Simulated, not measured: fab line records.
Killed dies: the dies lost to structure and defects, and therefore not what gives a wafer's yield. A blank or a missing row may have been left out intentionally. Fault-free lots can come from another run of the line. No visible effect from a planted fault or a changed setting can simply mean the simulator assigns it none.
Matching of chambers -- flow berkeley cmos170 -- UCB170_ZERO_ETCH_06 on rie diel-01: 4 sister chambers
The step etches SiO2 in CHF3/CF4/Ar, time 12 s. 14 wafers are shown with their chamber, then 7 later ones without.

## EACH WAFER AND ITS CHAMBER
wafer,chamber,drypump motor current A (A),throttle valve pct (%),oes product au (a.u.)
L121.2,2,5.1,9.20,0.622
L121.3,0,5.4,9.28,0.601
L121.6,3,5.7,9.38,0.602
L125.1,3,5.6,9.40,0.601
L125.5,0,5.4,9.28,0.592
L125.6,1,6.3,9.12,0.619
L126.1,0,5.4,9.29,0.604
L126.3,2,5.1,9.20,0.625
L126.4,3,5.6,9.37,0.609
L129.1,2,5.1,9.23,0.637
L129.4,3,5.6,9.37,0.605
L129.6,0,5.4,9.28,0.599
L131.1,1,6.3,9.13,0.619
L131.2,3,5.6,9.38,0.598

SIGNATURES, as means of the wafers listed above
reading,chamber 0,chamber 1,chamber 2,chamber 3,scatter within a chamber
drypump motor current A,5.400,6.300,5.100,5.620,0.0283
throttle valve pct,9.2825,9.1250,9.2100,9.3800,0.0115
oes product au,0.59900,0.61900,0.62800,0.60300,0.00523
Rule: distance of a wafer from a chamber = root of the sum over the readings of ((wafer's reading minus chamber's mean) / reading's scatter) squared. If the next closest chamber is less than 2 further off than the closest, the wafer can't be placed; otherwise it belongs to the closest. The scatter: take each reading less its chamber's mean, square it, sum over the shown wafers, divide by the number of wafers less the number of chambers, and take the root.

## WAFERS WITH NO CHAMBER GIVEN
wafer,drypump motor current A (A),throttle valve pct (%),oes product au (a.u.)
L131.4,5.1,9.21,0.624
L132.1,5.4,9.28,0.593
L132.3,6.4,9.11,0.616
L132.6,5.7,9.38,0.610
L134.1,5.1,9.20,0.620
L134.2,5.7,9.38,0.599
L134.5,5.7,9.37,0.601

## EACH ONE'S CHAMBER
wafer,from the rows above,in truth
L131.4,2,2
L132.1,0,0
L132.3,1,1
L132.6,3,3
L134.1,2,2
L134.2,3,3
L134.5,3,3
Placed correctly: 7 of 7. Not placeable from these rows: 0. Placed wrongly: 0.
